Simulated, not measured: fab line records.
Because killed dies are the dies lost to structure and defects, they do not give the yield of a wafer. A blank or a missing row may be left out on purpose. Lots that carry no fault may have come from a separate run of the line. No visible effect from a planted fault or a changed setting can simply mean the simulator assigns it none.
Lot-split experiment | flow ritCmos | 23 wafers read from 5 lots, route of 202 steps

== ABOUT THE SPLIT ==
At RIT_SILICIDE_SPUTTER_01 (material Ti, target thk 30 nm, time 240 s), the setting timeS was moved away from the recipe's 240 s on 4 of the 23 wafers read, by +8.2% to +12.0%. For the rest of the wafers, this setting stayed at what the recipe calls for.

== FROM THE SPLIT TO THE READING: what the file shows between them, 1 step ==
- RIT_SILICIDE_RS_MEAS_02: measures by four-point-probe

== THE READING ==
SILICIDE_TI_THK, in nm, at RIT_SILICIDE_THK_MEAS_03 (measures by xrf). A value of 30.2 nm with a standard deviation of 0.35 nm is what fault-free wafers of this fab line usually give.

wafer  | tool, chamber at the split | timeS as run, s | against the recipe | SILICIDE_TI_THK, nm | against lot-mates on the recipe
L075.2 | pvdSputter-02, -           | 268.8           | +12.0%             | 33.8                | +3.3
L075.3 | pvdSputter-02, -           | 240             | recipe             | 30.7                | -
L075.4 | pvdSputter-02, -           | 240             | recipe             | 30.3                | -
L075.5 | pvdSputter-02, -           | 268.8           | +12.0%             | 34.1                | +3.6
L075.6 | pvdSputter-02, -           | 240             | recipe             | 30.6                | -
L078.1 | pvdSputter-01, -           | 240             | recipe             | 30.7                | -
L078.2 | pvdSputter-01, -           | 240             | recipe             | 30.9                | -
L078.3 | pvdSputter-01, -           | 240             | recipe             | 30.5                | -
L078.5 | pvdSputter-01, -           | 240             | recipe             | 30.6                | -
L078.6 | pvdSputter-01, -           | 240             | recipe             | 30.7                | -
L079.1 | pvdSputter-02, -           | 240             | recipe             | 30.2                | -
L079.2 | pvdSputter-02, -           | 240             | recipe             | 30.2                | -
L079.3 | pvdSputter-02, -           | 240             | recipe             | 30.1                | -
L079.4 | pvdSputter-02, -           | 240             | recipe             | 30.6                | -
L079.6 | pvdSputter-02, -           | 240             | recipe             | 30.3                | -
L082.1 | pvdSputter-01, -           | 240             | recipe             | 30.0                | -
L082.2 | pvdSputter-01, -           | 240             | recipe             | 30.3                | -
L082.3 | pvdSputter-01, -           | 240             | recipe             | 30.7                | -
L084.1 | pvdSputter-01, -           | 259.6           | +8.2%              | 32.5                | +2.1
L084.2 | pvdSputter-01, -           | 240             | recipe             | 30.2                | -
L084.3 | pvdSputter-01, -           | 259.6           | +8.2%              | 33.0                | +2.6
L084.4 | pvdSputter-01, -           | 240             | recipe             | 30.5                | -
L084.6 | pvdSputter-01, -           | 240             | recipe             | 30.5                | -

THE FIT
A straight line over all 23 wafers: SILICIDE_TI_THK changes by +0.288 nm for each +1% of timeS; r = +0.98; the points scatter about the line by 0.25 nm.
The same after taking each lot's own level away (the mean of its wafers on the recipe; 23 wafers): +0.286 nm for each +1%; r = +0.99; scatter 0.2 nm.
That fit puts the effect of the largest move of timeS on the reading at 3.4 nm.
Measured against the standard deviation above, the lots' own levels, which go from 30.28 to 30.68 nm, span 1.1 times it.
The two slopes agree, so the slope changes little with the lot-to-lot level.
Check: for one of the wafers moved furthest among these (+12.0%), held out of the fit, the line's prediction against its lot-mates is +3.51 nm. It came out at +3.27 nm against them.

== THESE WAFERS: OTHER SPLITS ==
Before the reading, these wafers also passed through other splits. Each is held against what the fit with the lots' levels taken away leaves over:
other split on the same wafers | wafers away from the commonest value | r with SILICIDE_TI_THK (lot level and that fit taken away)
RIT_PLDD_COAT_01 resistThkNm   | 8                                    | -0.23
RIT_SDANNEAL_RTA_03 timeS      | 10                                   | -0.26

== THE WHOLE CHAIN: every reading that the file lists as answering this split, in the file's order ==
step                     | what it does                              | reading                                                                          | change (the file's fit)               | r (the file's)
RIT_SILICIDE_SPUTTER_01  | material Ti, target thk 30 nm, time 240 s | Ti_of_SILICIDE_SPUTTER_01.thkNm (the simulator's own value, which no gauge read) | +0.291 nm for each +1% of the setting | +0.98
RIT_SILICIDE_RS_MEAS_02  | measures by four-point-probe              | SILICIDE_TI_RS                                                                   | -0.509 for each +1% of the setting    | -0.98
RIT_SILICIDE_THK_MEAS_03 | measures by xrf                           | SILICIDE_TI_THK                                                                  | +0.286 for each +1% of the setting    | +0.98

== FILE'S OWN FIT ==
SILICIDE_TI_THK changes by +0.286 nm for each +1% of timeS, r = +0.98.
